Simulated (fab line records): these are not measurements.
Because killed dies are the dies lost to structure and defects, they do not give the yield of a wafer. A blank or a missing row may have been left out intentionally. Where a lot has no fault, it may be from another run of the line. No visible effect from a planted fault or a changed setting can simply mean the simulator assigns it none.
Comparing a struck lot with a sound one	flow rit cmos	15 out of 202 route steps
Sound: wafers L525.3, L525.5, L525.6. The struck wafers were L526.1, L526.5, L526.6. The cause is named last.
For every step that has rows: the tool of each side, followed by ch and its chambers, followed by its first start. Under that, the readings that differ: sound wafers	struck wafers	difference of the means	sigmas: that difference in standard deviations of wafers without a fault.
alike: same words and numbers on both sides, and readings whose means sit less than 2 such deviations apart. not compared: any withheld reading, any reading some wafer has no value for, any bound like >300 that may hide the same value, and any number with overlapping values for which the record gives no deviation.
The two part at a step that has a row with sigmas, a row that says differs or no value, or rows on one side only. Non-overlapping numbers with no deviation appear without sigmas and do not part them. A reading that every wafer of one side lacks parts them only if that side has two wafers or more.

first, 2 steps without rows for these wafers: RIT_NSD_HARDBAKE_07 (time 60 s); RIT_NSD_IMPLANT_08.
RIT_NSD_STRIP_09: strips in O2, time 180 s.
  sound on plasma asher-02 ch 0,1, day 5 01:17; struck on plasma asher-02 ch 0,1, day 5 03:56
  alike: drypump motor current A
  not compared: rf hours counter h
RIT_NSD_TW_MEAS_10:
  struck on film metro-01, day 5 04:06; sound on film metro-03, day 5 01:25
  alike: NSD_TW
then, 6 steps without rows for these wafers: RIT_PSD_HMDS_00 (prime time 60 s); RIT_PSD_COAT_01 (resist thk 1000 nm); RIT_PSD_SOFTBAKE_02 (time 60 s); RIT_PSD_EXPOSE_03 (exposes mask M10, target cd 40900 nm); RIT_PSD_PEB_04; RIT_PSD_DEVELOP_05 (develop time 50 s).
RIT_PSD_OVL_MEAS_06:
  struck on overlay-01, day 5 05:04; sound on overlay-01, day 5 02:20
  alike: PSD_OVL
then, 1 step without rows for these wafers: RIT_PSD_HARDBAKE_07 (time 60 s).
RIT_PSD_IMPLANT_08:
  sound on implanter-03 ch 0, day 5 02:33; struck on implanter-04 ch 0, day 5 05:15
reading	sound	struck	difference	sigmas
tilt deg (degrees)	6.957 6.959 6.971	6.412 6.401 6.398	-0.559	-29
RIT_PSD_STRIP_09: strips in O2, time 180 s.
  sound on plasma asher-02 ch 0,1, day 5 02:43; struck on plasma asher-03 ch 0,1, day 5 05:24
  alike: drypump motor current A
  not compared: rf hours counter h
RIT_M1_PROBE_99:
  struck on prober-02, day 5 13:53; sound on prober-02, day 5 11:19
reading	sound	struck	difference	sigmas
model.etest.diode pplus nwell.bv v (V)	6.595 6.637 6.655	6.692 6.695 6.82	+0.107	
  alike: killed at contacts, killed at front end, killed dies, killed open, killed short

WHERE THEY PART
Within this record, at RIT_PSD_IMPLANT_08 only. Later steps at which nothing parts them and some readings are alike: RIT_PSD_STRIP_09, RIT_M1_PROBE_99.

WHY: the cause the simulator had injected
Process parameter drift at RIT_PSD_IMPLANT_08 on implanter-04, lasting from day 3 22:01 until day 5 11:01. A move of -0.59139 in setting tilt deg, from 7. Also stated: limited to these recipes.
